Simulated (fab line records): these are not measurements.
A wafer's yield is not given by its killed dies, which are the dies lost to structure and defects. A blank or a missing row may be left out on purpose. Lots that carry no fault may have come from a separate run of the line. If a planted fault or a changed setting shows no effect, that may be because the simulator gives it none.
fab line records	flow ritCmos	part 1 of 2: steps 1 to 29 of 40
[record] lots = 5	wafers = 15	lastDay = 7
route steps=202 shown FOX1@22 FOX2@23 NWELL@28 PWELL@39 WELLDRIVE@50 NRETRO@53
lots untouched by any fault: they come from a run of this same line in which no faults occurred
startH: hours from the record's first day to the start of the lot's first wafer shown	waitH: hours since the lot's step before	" the same as in the row above	L1.1+2: a row that stands for several wafers	- no value present, or no start provided	* or withheld: withheld	< > ~ a bound
route shown NAME@n: NAME is a module with steps in the file, n the number in the route of the first one	usual: average and standard deviation across the fault-free wafers	same: alike in all rows	chamber/n: place in a boat	sites: readings site by site	_std_site: their standard deviation	_edge_site: inner sites' mean taken away from outer sites' mean	radiusMm: how far each site lies from the wafer's centre	mask NAME#n: copy n	behind: tool/chamber where the wafer was last shaped	hold: what put the lot on hold/how long, in hours/how the hold closed	device: whichever transistor did not switch (one of n, p or np)	end of line: tests of these same wafers at the route's end	a step given without rows: its recipe and nothing more	killed: not the wafer's yield, but the dies lost to structure and defects at the first sort	map: a wafer's dies, x killed, . not, _ none there
set.NAME: the run value of the setting; set.NAME@STEP: its run value at that earlier step	model.NAME: the simulator's own value behind a step, which no gauge read
lots at some steps of the route; a table a step, a row a wafer
services: the hour from which a tool's chamber was out of use, counted from the record's first day as startH (under 0 if before that day), plus the number of hours and why
[[steps]]
[step RIT_FOX1_WET_ETCH_02]
[recipe] chemistry = BOE	targetDepthNm = 350	timeS = 390	tempC = 21.5	dry = n2Spin	dilution = 10:1	target = SiO2
[same] timeS = 390
lot.wafer	tool	chamber	startH	waitH
L074.2+3+6	wetBench-02	3	18.59	0.0
L081.2+3+4	wetBench-03	3	53.73	0.0
L083.2+5+6	wetBench-03	2	63.83	0.0
L087.1+3+6	wetBench-03	1	83.70	0.1
L096.2+5+6	wetBench-02	2	128.99	0.0
[step RIT_FOX2_OXIDATION_00]
[recipe] tempC = 1100	ambient = H2O	targetThkA = 3507	pH2oTorr = 720	oxTimeS = 1130
lot.wafer	tool	chamber	startH	waitH
L074.2+3+6	furnace-01	0	18.91	0.2
L081.2+3+4	furnace-03	0	53.85	0.0
L083.2+5+6	furnace-04	0	64.84	0.9
L087.1+3+6	furnace-01	0	84.48	0.7
L096.2+5+6	furnace-01	0	129.40	0.3
[step RIT_FOX2_THK_MEAS_01]
[recipe] reads = SiO2_of_FOX2_OXIDATION_00
[usual] FOX2_OXIDE_THK = 349/8.3
lot.wafer	tool	chamber	startH	waitH	FOX2_OXIDE_THK[nm]
L074.2	filmMetro-02	-	20.24	0.0	341
L074.3	"	-	"	"	341
L074.6	"	-	"	"	342
L081.2	filmMetro-01	-	55.17	0.0	357
L081.3	"	-	"	"	357
L081.4	"	-	"	"	354
L083.2	filmMetro-02	-	66.17	0.0	344
L083.5	"	-	"	"	345
L083.6	"	-	"	"	343
L087.1	filmMetro-03	-	85.79	0.0	348
L087.3	"	-	"	"	350
L087.6	"	-	"	"	352
L096.2	filmMetro-02	-	130.72	0.0	353
L096.5	"	-	"	"	350
L096.6	"	-	"	"	353
[step RIT_FOX2_CLEAN_02]
[recipe] chemistry = dHF	dilution = 50:1	timeS = 180
[same] timeS = 180
lot.wafer	tool	chamber	startH	waitH
L074.2+3+6	wetBench-02	0	20.29	0.0
L081.2+3+4	wetBench-03	0	55.22	0.0
L083.2+5+6	wetBench-03	1	66.22	0.0
L087.1+3+6	wetBench-02	3	85.85	0.1
L096.2+5+6	wetBench-02	2	130.77	0.0
[step RIT_FOX2_WET_ETCH_03]
[recipe] chemistry = H3PO4	target = Si3N4	targetDepthNm = 195	tempC = 165	timeS = 2700
[same] timeS = 2700
lot.wafer	tool	chamber	startH	waitH
L074.2+3+6	wetBench-02	0	20.34	0.0
L081.2+3+4	wetBench-02	2	55.28	0.0
L083.2+5+6	wetBench-04	0	66.28	0.0
L087.1+3+6	wetBench-02	1	85.91	0.0
L096.2+5+6	wetBench-04	3	130.83	0.0
[step RIT_FOX2_THK_MEAS_90]
[recipe] reads = SiO2_of_FOX2_OXIDATION_00
[usual] FIELD_OXIDE_LEFT_1_THK = 321/8.2
lot.wafer	tool	chamber	startH	waitH	FIELD_OXIDE_LEFT_1_THK[nm]
L074.2	filmMetro-01	-	21.11	0.0	313
L074.3	"	-	"	"	314
L074.6	"	-	"	"	315
L081.2	filmMetro-02	-	56.05	0.0	330
L081.3	"	-	"	"	329
L081.4	"	-	"	"	327
L083.2	filmMetro-01	-	67.04	0.0	316
L083.5	"	-	"	"	318
L083.6	"	-	"	"	315
L087.1	filmMetro-01	-	86.67	0.0	320
L087.3	"	-	"	"	323
L087.6	"	-	"	"	325
L096.2	filmMetro-01	-	131.60	0.0	326
L096.5	"	-	"	"	323
L096.6	"	-	"	"	325
[step RIT_NWELL_HMDS_00]
[recipe] primeTimeS = 60	primeTempC = 140
[usual] exhaustPa = 45.3/0.83
lot.wafer	tool	chamber	startH	waitH	exhaustPa
L074.2	lithoTrack-04	0	21.19	0.1	46.0
L074.3	"	0	"	"	46.4
L074.6	"	0	"	"	45.7
L081.2	lithoTrack-04	0	56.12	0.1	46.4
L081.3	"	0	"	"	44.6
L081.4	"	0	"	"	45.2
L083.2	lithoTrack-03	0	67.12	0.1	46.2
L083.5	"	0	"	"	45.8
L083.6	"	0	"	"	44.6
L087.1	lithoTrack-04	0	86.84	0.2	45.4
L087.3	"	0	"	"	45.0
L087.6	"	0	"	"	45.4
L096.2	lithoTrack-01	0	131.68	0.1	46.1
L096.5	"	0	"	"	46.1
L096.6	"	0	"	"	45.7
[step RIT_NWELL_COAT_01]
[recipe] resist = NOVOLAK	spinRpm = 2041	resistThkNm = 1300
[usual] exhaustPa = 44.8/0.93
lot.wafer	tool	chamber	startH	waitH	exhaustPa
L074.2	lithoTrack-04	0	21.34	0.1	44.7
L074.3	"	0	"	"	45.2
L074.6	"	0	"	"	44.1
L081.2	lithoTrack-04	0	56.27	0.1	44.3
L081.3	"	0	"	"	43.8
L081.4	"	0	"	"	44.9
L083.2	lithoTrack-03	0	67.27	0.1	45.3
L083.5	"	0	"	"	45.9
L083.6	"	0	"	"	45.5
L087.1	lithoTrack-04	0	86.99	0.1	44.6
L087.3	"	0	"	"	44.4
L087.6	"	0	"	"	43.9
L096.2	lithoTrack-01	0	131.83	0.1	44.0
L096.5	"	0	"	"	41.7
L096.6	"	0	"	"	45.5
[step RIT_NWELL_SOFTBAKE_02]
[recipe] resist = NOVOLAK	tempC = 90	timeS = 60
[usual] exhaustPa = 45.0/0.89	plateTempC = 90.03/0.14
[same] timeS = 60
lot.wafer	tool	chamber	startH	waitH	exhaustPa	plateTempC
L074.2	lithoTrack-04	0	21.49	0.1	44.0	90.09
L074.3	"	0	"	"	43.5	89.94
L074.6	"	0	"	"	43.9	90.17
L081.2	lithoTrack-04	0	56.42	0.1	44.9	90.07
L081.3	"	0	"	"	45.6	90.16
L081.4	"	0	"	"	45.3	90.24
L083.2	lithoTrack-03	0	67.42	0.1	44.5	90.08
L083.5	"	0	"	"	45.5	89.90
L083.6	"	0	"	"	44.6	90.08
L087.1	lithoTrack-04	0	87.14	0.1	44.1	89.95
L087.3	"	0	"	"	43.3	89.92
L087.6	"	0	"	"	44.7	89.97
L096.2	lithoTrack-01	0	131.98	0.1	46.2	90.11
L096.5	"	0	"	"	45.6	90.14
L096.6	"	0	"	"	45.9	90.15
[step RIT_NWELL_EXPOSE_03]
[recipe] maskId = M2	na = 0.57	targetCdNm = 43900	doseMj = 250
[usual] focusOffsetNm = -0.1/0.58
lot.wafer	tool	chamber	startH	waitH	mask	focusOffsetNm
L074.2	ilineStepper-01	0	21.96	0.5	M2#0	-0.4
L074.3	"	0	"	"	M2#0	0.5
L074.6	"	0	"	"	M2#0	-0.9
L081.2	ilineStepper-02	0	56.69	0.2	M2#0	-0.2
L081.3	"	0	"	"	M2#0	-1.0
L081.4	"	0	"	"	M2#0	-1.1
L083.2	ilineStepper-01	0	67.69	0.2	M2#0	0.4
L083.5	"	0	"	"	M2#0	0.2
L083.6	"	0	"	"	M2#0	0.7
L087.1	ilineStepper-01	0	87.29	0.1	M2#0	0.2
L087.3	"	0	"	"	M2#0	0.2
L087.6	"	0	"	"	M2#0	0.6
L096.2	ilineStepper-02	0	132.12	0.1	M2#0	-0.3
L096.5	"	0	"	"	M2#0	0.8
L096.6	"	0	"	"	M2#0	-0.5
[step RIT_NWELL_PEB_04]
[recipe] resist = NOVOLAK	tempC = withheld	timeS = withheld
[usual] exhaustPa = 44.9/0.98
lot.wafer	tool	chamber	startH	waitH	exhaustPa
L074.2	lithoTrack-03	0	22.27	0.3	46.3
L074.3	"	0	"	"	44.7
L074.6	"	0	"	"	46.1
L081.2	lithoTrack-01	0	56.81	0.1	45.2
L081.3	"	0	"	"	44.2
L081.4	"	0	"	"	44.5
L083.2	lithoTrack-03	0	67.81	0.1	46.7
L083.5	"	0	"	"	45.3
L083.6	"	0	"	"	45.3
L087.1	lithoTrack-03	0	87.48	0.2	44.2
L087.3	"	0	"	"	44.9
L087.6	"	0	"	"	45.2
L096.2	lithoTrack-04	0	132.24	0.1	42.5
L096.5	"	0	"	"	44.1
L096.6	"	0	"	"	43.4
[step RIT_NWELL_DEVELOP_05]
[recipe] resist = NOVOLAK	developTimeS = 68	devTempC = 23
[usual] exhaustPa = 44.8/0.78
lot.wafer	tool	chamber	startH	waitH	exhaustPa
L074.2	lithoTrack-03	0	-	-	44.5
L074.3	"	0	"	"	44.9
L074.6	"	0	"	"	44.2
L081.2	lithoTrack-01	0	-	-	44.4
L081.3	"	0	"	"	44.6
L081.4	"	0	"	"	44.7
L083.2	lithoTrack-03	0	-	-	44.6
L083.5	"	0	"	"	45.2
L083.6	"	0	"	"	44.9
L087.1	lithoTrack-03	0	-	-	44.8
L087.3	"	0	"	"	43.8
L087.6	"	0	"	"	45.0
L096.2	lithoTrack-04	0	-	-	45.1
L096.5	"	0	"	"	46.1
L096.6	"	0	"	"	45.3
[step RIT_NWELL_OVL_MEAS_06]
[usual] NWELL_OVL = 0.9/1.5
lot.wafer	tool	chamber	startH	waitH	NWELL_OVL[nm]
L074.2	overlay-01	-	22.57	-	-0.7
L074.3	"	-	"	"	-1.6
L074.6	"	-	"	"	-3.4
L081.2	overlay-01	-	57.11	-	2.5
L081.3	"	-	"	"	0.2
L081.4	"	-	"	"	1.1
L083.2	overlay-01	-	68.11	-	1.4
L083.5	"	-	"	"	0.2
L083.6	"	-	"	"	2.5
L087.1	overlay-02	-	87.79	-	0.4
L087.3	"	-	"	"	1.3
L087.6	"	-	"	"	3.0
L096.2	overlay-01	-	132.54	-	-0.6
L096.5	"	-	"	"	0.6
L096.6	"	-	"	"	-0.5
[step RIT_NWELL_HARDBAKE_07]
[recipe] resist = NOVOLAK	tempC = 140	timeS = 120
[usual] exhaustPa = 45.1/0.87	plateTempC = 139.96/0.13
[same] timeS = 120
lot.wafer	tool	chamber	startH	waitH	exhaustPa	plateTempC
L074.2	lithoTrack-04	0	22.64	0.1	44.7	139.86
L074.3	"	0	"	"	45.9	139.96
L074.6	"	0	"	"	44.6	140.18
L081.2	lithoTrack-04	0	57.18	0.1	45.1	139.94
L081.3	"	0	"	"	44.4	140.22
L081.4	"	0	"	"	45.8	139.91
L083.2	lithoTrack-03	0	68.18	0.1	46.8	139.77
L083.5	"	0	"	"	46.1	140.01
L083.6	"	0	"	"	46.4	139.96
L087.1	lithoTrack-04	0	87.83	0.0	45.4	140.05
L087.3	"	0	"	"	45.6	140.01
L087.6	"	0	"	"	45.9	139.98
L096.2	lithoTrack-04	0	132.61	0.1	44.0	140.12
L096.5	"	0	"	"	45.0	140.03
L096.6	"	0	"	"	46.8	139.91
[step RIT_NWELL_IMPLANT_08]
[recipe] species = P	energyKev = 170	doseCm2 = 5e+13	tiltDeg = 7
lot.wafer	tool	chamber	startH	waitH
L074.2+3+6	implanter-02	0	22.87	0.2
L081.2+3+4	implanter-04	0	57.41	0.2
L083.2+5+6	implanter-02	0	68.41	0.2
L087.1+3+6	implanter-04	0	88.08	0.2
L096.2+5+6	implanter-03	0	132.84	0.2
[step RIT_NWELL_STRIP_09]
[recipe] chemistry = O2	timeS = 180	resist = NOVOLAK	platenTempC = withheld	powerW = 500	pressureMtorr = 4000	o2FlowSccm = 4000
[usual] drypumpMotorCurrentA = 5.6/0.38
[same] timeS = 180
lot.wafer	tool	chamber	startH	waitH	drypumpMotorCurrentA	rfHoursCounterH
L074.2	plasmaAsher-02	1	23.00	0.1	5.5	36
L074.3	"	1	"	"	5.4	-
L074.6	"	1	"	"	5.4	-
L081.2	plasmaAsher-01	0	57.54	0.1	5.4	41
L081.3	"	0	"	"	5.4	-
L081.4	"	1	"	"	5.5	-
L083.2	plasmaAsher-04	0	68.54	0.1	5.3	28
L083.5	"	1	"	"	5.7	-
L083.6	"	0	"	"	5.3	-
L087.1	plasmaAsher-01	1	88.23	0.1	5.5	44
L087.3	"	0	"	"	5.4	-
L087.6	"	1	"	"	5.5	-
L096.2	plasmaAsher-02	0	132.97	0.1	6.4	48
L096.5	"	1	"	"	5.5	-
L096.6	"	0	"	"	6.4	-
[step RIT_NWELL_TW_MEAS_10]
[usual] NWELL_TW = 2149/29
lot.wafer	tool	chamber	startH	waitH	NWELL_TW
L074.2	filmMetro-03	-	23.18	0.1	2182
L074.3	"	-	"	"	2180
L074.6	"	-	"	"	2182
L081.2	filmMetro-04	-	57.72	0.1	2109
L081.3	"	-	"	"	2111
L081.4	"	-	"	"	2103
L083.2	filmMetro-04	-	68.72	0.1	2115
L083.5	"	-	"	"	2106
L083.6	"	-	"	"	2112
L087.1	filmMetro-02	-	88.40	0.1	2151
L087.3	"	-	"	"	2155
L087.6	"	-	"	"	2159
L096.2	filmMetro-03	-	133.15	0.1	2174
L096.5	"	-	"	"	2173
L096.6	"	-	"	"	2182
[step RIT_PWELL_HMDS_00]
[recipe] primeTimeS = 60	primeTempC = 140
[usual] exhaustPa = 45.1/0.91
lot.wafer	tool	chamber	startH	waitH	exhaustPa
L074.2	lithoTrack-04	0	23.26	0.1	44.2
L074.3	"	0	"	"	45.5
L074.6	"	0	"	"	44.6
L081.2	lithoTrack-01	0	57.80	0.1	43.3
L081.3	"	0	"	"	45.1
L081.4	"	0	"	"	43.2
L083.2	lithoTrack-02	0	68.80	0.1	44.9
L083.5	"	0	"	"	45.7
L083.6	"	0	"	"	46.3
L087.1	lithoTrack-02	0	88.46	0.1	45.2
L087.3	"	0	"	"	44.5
L087.6	"	0	"	"	44.6
L096.2	lithoTrack-02	0	133.23	0.1	44.6
L096.5	"	0	"	"	46.3
L096.6	"	0	"	"	44.3
[step RIT_PWELL_COAT_01]
[recipe] resist = NOVOLAK	spinRpm = 1984	resistThkNm = 1300
[usual] exhaustPa = 45.0/0.89
lot.wafer	tool	chamber	startH	waitH	exhaustPa
L074.2	lithoTrack-04	0	23.41	0.1	45.4
L074.3	"	0	"	"	44.0
L074.6	"	0	"	"	45.4
L081.2	lithoTrack-01	0	57.95	0.1	44.0
L081.3	"	0	"	"	44.5
L081.4	"	0	"	"	44.8
L083.2	lithoTrack-02	0	68.95	0.1	46.1
L083.5	"	0	"	"	44.7
L083.6	"	0	"	"	45.0
L087.1	lithoTrack-02	0	88.61	0.1	44.8
L087.3	"	0	"	"	45.7
L087.6	"	0	"	"	45.2
L096.2	lithoTrack-02	0	133.38	0.1	45.5
L096.5	"	0	"	"	46.4
L096.6	"	0	"	"	44.8
[step RIT_PWELL_SOFTBAKE_02]
[recipe] resist = NOVOLAK	tempC = 90	timeS = 60
[usual] exhaustPa = 45.1/0.9	plateTempC = 89.99/0.13
[same] timeS = 60
lot.wafer	tool	chamber	startH	waitH	exhaustPa	plateTempC
L074.2	lithoTrack-04	0	23.56	0.1	44.2	90.15
L074.3	"	0	"	"	44.2	90.12
L074.6	"	0	"	"	43.5	90.12
L081.2	lithoTrack-01	0	58.10	0.1	46.9	89.95
L081.3	"	0	"	"	44.9	89.85
L081.4	"	0	"	"	46.2	89.95
L083.2	lithoTrack-02	0	69.10	0.1	45.3	89.95
L083.5	"	0	"	"	45.1	89.84
L083.6	"	0	"	"	43.8	89.87
L087.1	lithoTrack-02	0	88.76	0.1	44.8	89.92
L087.3	"	0	"	"	43.6	89.88
L087.6	"	0	"	"	44.8	90.03
L096.2	lithoTrack-02	0	133.53	0.1	45.6	90.11
L096.5	"	0	"	"	45.4	90.07
L096.6	"	0	"	"	45.2	90.09
[step RIT_PWELL_EXPOSE_03]
[recipe] maskId = M3	na = 0.57	targetCdNm = 43700	doseMj = 250
[usual] focusOffsetNm = 0.0/0.56
lot.wafer	tool	chamber	startH	waitH	mask	focusOffsetNm
L074.2	ilineStepper-01	0	23.70	0.1	M3#0	0.0
L074.3	"	0	"	"	M3#0	0.7
L074.6	"	0	"	"	M3#0	1.2
L081.2	ilineStepper-01	0	58.37	0.2	M3#0	0.0
L081.3	"	0	"	"	M3#0	0.3
L081.4	"	0	"	"	M3#0	-0.6
L083.2	ilineStepper-01	0	69.24	0.1	M3#0	0.7
L083.5	"	0	"	"	M3#0	-0.4
L083.6	"	0	"	"	M3#0	-0.1
L087.1	ilineStepper-01	0	88.91	0.1	M3#0	-0.4
L087.3	"	0	"	"	M3#0	0.4
L087.6	"	0	"	"	M3#0	0.6
L096.2	ilineStepper-02	0	133.67	0.1	M3#0	-1.0
L096.5	"	0	"	"	M3#0	-0.1
L096.6	"	0	"	"	M3#0	-1.2
[step RIT_PWELL_PEB_04]
[recipe] resist = NOVOLAK	tempC = withheld	timeS = withheld
[usual] exhaustPa = 45.2/0.9
lot.wafer	tool	chamber	startH	waitH	exhaustPa
L074.2	lithoTrack-01	0	23.82	0.1	44.9
L074.3	"	0	"	"	44.7
L074.6	"	0	"	"	45.2
L081.2	lithoTrack-04	0	58.49	0.1	45.2
L081.3	"	0	"	"	46.5
L081.4	"	0	"	"	45.9
L083.2	lithoTrack-02	0	69.36	0.1	43.5
L083.5	"	0	"	"	44.6
L083.6	"	0	"	"	45.8
L087.1	lithoTrack-01	0	89.03	0.1	45.9
L087.3	"	0	"	"	45.8
L087.6	"	0	"	"	45.9
L096.2	lithoTrack-01	0	133.79	0.1	45.2
L096.5	"	0	"	"	45.3
L096.6	"	0	"	"	44.8
[step RIT_PWELL_DEVELOP_05]
[recipe] resist = NOVOLAK	developTimeS = 68	devTempC = 23
[usual] exhaustPa = 45.1/0.92
lot.wafer	tool	chamber	startH	waitH	exhaustPa
L074.2	lithoTrack-01	0	-	-	45.4
L074.3	"	0	"	"	45.4
L074.6	"	0	"	"	43.7
L081.2	lithoTrack-04	0	-	-	44.6
L081.3	"	0	"	"	46.0
L081.4	"	0	"	"	45.4
L083.2	lithoTrack-02	0	-	-	45.2
L083.5	"	0	"	"	45.6
L083.6	"	0	"	"	45.3
L087.1	lithoTrack-01	0	-	-	42.9
L087.3	"	0	"	"	45.3
L087.6	"	0	"	"	44.0
L096.2	lithoTrack-01	0	-	-	45.1
L096.5	"	0	"	"	44.7
L096.6	"	0	"	"	44.8
[step RIT_PWELL_OVL_MEAS_06]
[usual] PWELL_OVL = -0.5/1.2
lot.wafer	tool	chamber	startH	waitH	PWELL_OVL[nm]
L074.2	overlay-02	-	24.12	-	1.1
L074.3	"	-	"	"	1.0
L074.6	"	-	"	"	1.4
L081.2	overlay-01	-	58.78	-	-1.6
L081.3	"	-	"	"	-1.1
L081.4	"	-	"	"	-4.5
L083.2	overlay-01	-	69.66	-	0.5
L083.5	"	-	"	"	1.1
L083.6	"	-	"	"	-0.3
L087.1	overlay-02	-	89.34	-	0.6
L087.3	"	-	"	"	-1.5
L087.6	"	-	"	"	0.0
L096.2	overlay-01	-	134.09	-	-0.8
L096.5	"	-	"	"	-0.2
L096.6	"	-	"	"	-1.6
[step RIT_PWELL_HARDBAKE_07]
[recipe] resist = NOVOLAK	tempC = 140	timeS = 120
[usual] exhaustPa = 45.1/0.88	plateTempC = 140.02/0.15
[same] timeS = 120
lot.wafer	tool	chamber	startH	waitH	exhaustPa	plateTempC
L074.2	lithoTrack-02	0	24.19	0.1	46.1	140.18
L074.3	"	0	"	"	45.7	140.15
L074.6	"	0	"	"	45.6	140.16
L081.2	lithoTrack-01	0	58.86	0.1	44.9	139.93
L081.3	"	0	"	"	46.4	139.74
L081.4	"	0	"	"	44.9	139.86
L083.2	lithoTrack-04	0	69.73	0.1	44.4	140.16
L083.5	"	0	"	"	44.7	139.94
L083.6	"	0	"	"	43.9	139.99
L087.1	lithoTrack-02	0	89.38	0.0	43.3	140.00
L087.3	"	0	"	"	43.6	140.09
L087.6	"	0	"	"	45.7	140.00
L096.2	lithoTrack-02	0	134.16	0.1	45.0	140.03
L096.5	"	0	"	"	43.6	139.81
L096.6	"	0	"	"	45.1	140.02
[step RIT_PWELL_IMPLANT_08]
[recipe] species = B	energyKev = 170	doseCm2 = 7e+13	tiltDeg = 7
lot.wafer	tool	chamber	startH	waitH
L074.2+3+6	implanter-01	0	24.42	0.2
L081.2+3+4	implanter-04	0	59.09	0.2
L083.2+5+6	implanter-04	0	69.96	0.2
L087.1+3+6	implanter-02	0	89.63	0.2
L096.2+5+6	implanter-04	0	134.39	0.2
[step RIT_PWELL_STRIP_09]
[recipe] chemistry = O2	timeS = 180	resist = NOVOLAK	platenTempC = withheld	powerW = 500	pressureMtorr = 4000	o2FlowSccm = 4000
[usual] drypumpMotorCurrentA = 5.45/0.14
[same] timeS = 180
lot.wafer	tool	chamber	startH	waitH	drypumpMotorCurrentA	rfHoursCounterH
L074.2	plasmaAsher-03	1	24.55	0.1	5.31	38
L074.3	"	0	"	"	5.55	-
L074.6	"	1	"	"	5.33	-
L081.2	plasmaAsher-01	0	59.21	0.1	5.41	41
L081.3	"	1	"	"	5.44	-
L081.4	"	0	"	"	5.40	-
L083.2	plasmaAsher-01	0	70.09	0.1	5.41	43
L083.5	"	1	"	"	5.44	-
L083.6	"	0	"	"	5.42	-
L087.1	plasmaAsher-03	1	89.78	0.1	5.28	45
L087.3	"	1	"	"	5.30	-
L087.6	"	1	"	"	5.29	-
L096.2	plasmaAsher-01	1	134.52	0.1	5.48	2
L096.5	"	1	"	"	5.50	-
L096.6	"	0	"	"	5.42	-
[step RIT_PWELL_TW_MEAS_10]
[usual] PWELL_TW = 951/13
lot.wafer	tool	chamber	startH	waitH	PWELL_TW
L074.2	filmMetro-02	-	24.73	0.1	964
L074.3	"	-	"	"	960
L074.6	"	-	"	"	964
L081.2	filmMetro-03	-	59.40	0.1	963
L081.3	"	-	"	"	959
L081.4	"	-	"	"	964
L083.2	filmMetro-04	-	70.27	0.1	934
L083.5	"	-	"	"	934
L083.6	"	-	"	"	937
L087.1	filmMetro-02	-	89.95	0.1	954
L087.3	"	-	"	"	957
L087.6	"	-	"	"	958
L096.2	filmMetro-02	-	134.70	0.1	965
L096.5	"	-	"	"	965
L096.6	"	-	"	"	957
[step RIT_WELLDRIVE_ANNEAL_00]
[recipe] tempC = 1100	timeS = 14700	ambient = N2
[same] timeS = 14700
lot.wafer	tool	chamber	startH	waitH
L074.2+3+6	furnace-04	0	24.78	0.0
L081.2+3+4	furnace-01	0	59.92	0.5
L083.2+5+6	furnace-03	0	71.29	1.0
L087.1+3+6	furnace-03	0	90.03	0.1
L096.2+5+6	furnace-01	0	135.19	0.5
